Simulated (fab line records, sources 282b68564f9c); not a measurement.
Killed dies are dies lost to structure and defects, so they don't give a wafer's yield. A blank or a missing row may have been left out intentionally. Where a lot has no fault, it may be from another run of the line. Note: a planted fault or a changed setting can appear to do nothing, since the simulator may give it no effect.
Which tool was responsible? ; flow rit cmos ; 42 wafers from 14 lots sampled at 2 of the route's 202 steps

## WHAT THE GAUGES SHOWED, per wafer
Not one reading of a measure or inspect step in the record can be checked against a usual standard deviation.

## TOOL THAT RAN EACH LOT (tool first, then ch and the chambers of the sampled wafers, then the start)
lot;RIT_M1_METAL_ETCH_12;RIT_M1_PROBE_99
L541;rie metal-01 ch 0,1, day 3 11:08;-
L542;rie metal-02 ch 0,1, day 3 18:17;-
L543;rie metal-03 ch 0, day 3 22:32;-
L548;rie metal-02 ch 0,1, day 4 22:22;prober-02, day 5 00:38
L549;rie metal-03 ch 0,1, day 5 04:14;prober-01, day 5 06:40
L550;rie metal-01 ch 0,1, day 5 08:50;prober-02, day 5 11:05
L551;rie metal-02 ch 0,1, day 5 13:26;prober-01, day 5 15:44
L552;rie metal-03 ch 0,1, day 5 18:35;-
L555;rie metal-03 ch 0,1, day 6 09:16;-
L556;rie metal-01 ch 0,1, day 6 14:28;prober-02, day 6 19:22
L557;rie metal-02 ch 0,1, day 6 19:58;-
L559;rie metal-01 ch 0,1, day 7 05:56;prober-01, day 7 08:55
L561;rie metal-03 ch 0,1, day 7 17:28;prober-01, day 7 19:46
L563;rie metal-02 ch 0,1, day 8 07:30;-
- RIT_M1_METAL_ETCH_12: etches Al in Cl2/BCl3, stops on SiO2, time 165 s, target depth 600 nm.
- RIT_M1_PROBE_99

## WHAT THE TOOLS THEMSELVES READ (means of the sampled wafers that have a number; where no wafer has one, the mark that the record gives instead)
RIT_M1_METAL_ETCH_12. Usual: drypump motor current A 5.66 A, standard deviation 0.27; oes product au 0.776 a.u., standard deviation 0.013; throttle valve pct 8.30 %, standard deviation 0.14.
lot;tool;drypump motor current A (A);oes product au (a.u.);throttle valve pct (%);flag
L541;rie metal-01;5.39;0.768;8.30;
L542;rie metal-02;5.76;0.781;8.36;
L543;rie metal-03;5.90;0.762;8.23;
L548;rie metal-02;5.83;0.775;8.46;
L549;rie metal-03;5.63;0.777;8.25;
L550;rie metal-01;5.37;0.776;8.30;
L551;rie metal-02;5.76;0.776;8.35;
L552;rie metal-03;5.63;0.779;8.25;
L555;rie metal-03;5.59;0.780;8.24;
L556;rie metal-01;5.37;0.836;8.28;OFF
L557;rie metal-02;5.78;0.789;8.36;
L559;rie metal-01;5.60;0.852;8.19;OFF
L561;rie metal-03;5.62;0.774;8.24;
L563;rie metal-02;5.83;0.778;8.46;

RIT_M1_PROBE_99. Usual: defect limited yield 97.5 %, standard deviation 1.2; killed at contacts 0.1, standard deviation 0.24; killed at front end 7, standard deviation 3; killed dies 7, standard deviation 3; killed open 3.2, standard deviation 1.8; killed short 3.5, standard deviation 2.1; sort_bin_3_pad_short 0.1 %, standard deviation 0.2; sort_bin_5_function 1.5 %, standard deviation 0.92; sort_bin_6_memory 0.9 %, standard deviation 0.6; sort n pass 257, standard deviation 3; sort yield pct 97.5 %, standard deviation 1.2.
lot;tool;defect limited yield (%);killed at contacts;killed at front end;killed dies;killed open;killed short;sort_bin_3_pad_short (%);sort_bin_5_function (%);sort_bin_6_memory (%);sort n pass;sort yield pct (%);flag
L548;prober-02;97.7;0.0;6;6;4.0;2.0;0.1;1.3;0.9;258;97.7;
L549;prober-01;97.0;0.0;8;8;3.7;4.3;0.0;1.7;1.3;256;97.0;
L550;prober-02;98.4;0.3;4;4;3.0;1.3;0.0;0.9;0.8;260;98.4;
L551;prober-01;98.2;0.0;5;5;2.0;2.7;0.1;1.4;0.3;259;98.2;
L556;prober-02;97.4;0.3;6;7;2.3;4.3;0.0;1.8;0.8;257;97.4;
L559;prober-01;97.7;0.0;6;6;2.3;3.7;0.3;1.0;1.0;258;97.7;
L561;prober-01;97.8;0.3;5;6;3.0;2.7;0.1;1.0;1.0;258;97.8;

## THE ANSWER, worked out from the rows above alone
Rule: a lot counts as off when the mean over its wafers that have a number is more than 3 standard deviations away from the usual mean. A lot without any number at a reading at which 4 lots or more have one is off too. Any other lot the step has rows for is counted as sound. First the gauges in route order, then the tools' own readings, where a lot's mean is used as printed above. At the first step where some lot is off, the reading lying furthest off is the one used; lots without a number count as furthest.
Off at RIT_M1_METAL_ETCH_12 (oes product au): L556, L559.
If a tool, at that step or one of the process steps before it, ran each lot that is off and ran no sound lot following the first of them, it fits. One candidate fits, namely rie metal-01 at RIT_M1_METAL_ETCH_12. A fault onset in the window from L550 (day 5 08:50, its last sound lot) to L556 (day 6 14:28, its first lot off) fits.
On the lots that are off, the tool's own readings at RIT_M1_METAL_ETCH_12 differ by more than 5 times the standard deviation of the sound lots' means, which bears it out; oes product au reads 0.844 a.u. there versus 0.776 a.u. on the sound lots.

## WHAT THE SIMULATOR HAD PUT IN
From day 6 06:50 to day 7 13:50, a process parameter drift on rie metal-01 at RIT_M1_METAL_ETCH_12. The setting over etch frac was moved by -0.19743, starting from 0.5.
Lots struck among those shown: L556, L559. The rule above found the same.
